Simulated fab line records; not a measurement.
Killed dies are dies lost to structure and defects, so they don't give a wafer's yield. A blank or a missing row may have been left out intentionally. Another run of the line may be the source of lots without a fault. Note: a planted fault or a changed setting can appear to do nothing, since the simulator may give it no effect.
Chamber matching -- flow berkeley_cmos170 -- UCB170_ACTIVE_ETCH_15 on rie_diel-04 has 4 sister chambers
The step etches Si3N4 in CH3F/Ar/O2, stops on SiO2, target depth 242 nm, time 151 s. 7 wafers are shown with their chamber, then 7 later ones without.

WAFERS, EACH WITH ITS CHAMBER
wafer,chamber,throttle_valve_pct (%),oes_product_au (a.u.)
L683.1,1,8.21,0.941
L683.3,2,8.07,0.952
L691.1,1,8.21,0.940
L691.2,0,8.01,0.973
L691.6,2,8.11,0.952
L695.1,3,7.99,0.959
L695.5,3,8.00,0.961

WAFERS WHOSE CHAMBER IS MISSING
wafer,throttle_valve_pct (%),oes_product_au (a.u.)
L695.6,8.09,0.942
L697.1,8.08,0.959
L697.2,8.03,0.961
L697.5,8.01,0.960
L700.2,8.02,0.955
L700.3,8.10,0.946
L700.5,8.01,0.959

WHICH CHAMBER EACH WENT THROUGH
wafer,from the rows above,in truth
L695.6,1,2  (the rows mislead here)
L697.1,3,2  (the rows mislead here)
L697.2,3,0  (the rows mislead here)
L697.5,3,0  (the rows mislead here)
L700.2,can't be placed: 2 or 3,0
L700.3,2,2
L700.5,3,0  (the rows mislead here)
Correct placement for 1 of the 7. Can't be placed from these rows: 1 (the true chamber is among the candidates in 0). Wrongly placed: 5.
How it was worked out, from the rows above alone: a wafer's distance from a chamber is the root of the sum, over the readings, of the square of ((its reading less the chamber's mean) divided by the reading's scatter). If the next closest chamber is less than 2 further off than the closest, the wafer can't be placed; otherwise it belongs to the closest. Each chamber's mean is taken over the wafers shown for it. The scatter: take each reading less its chamber's mean, square it, sum over the shown wafers, divide by the number of wafers less the number of chambers, and take the root.
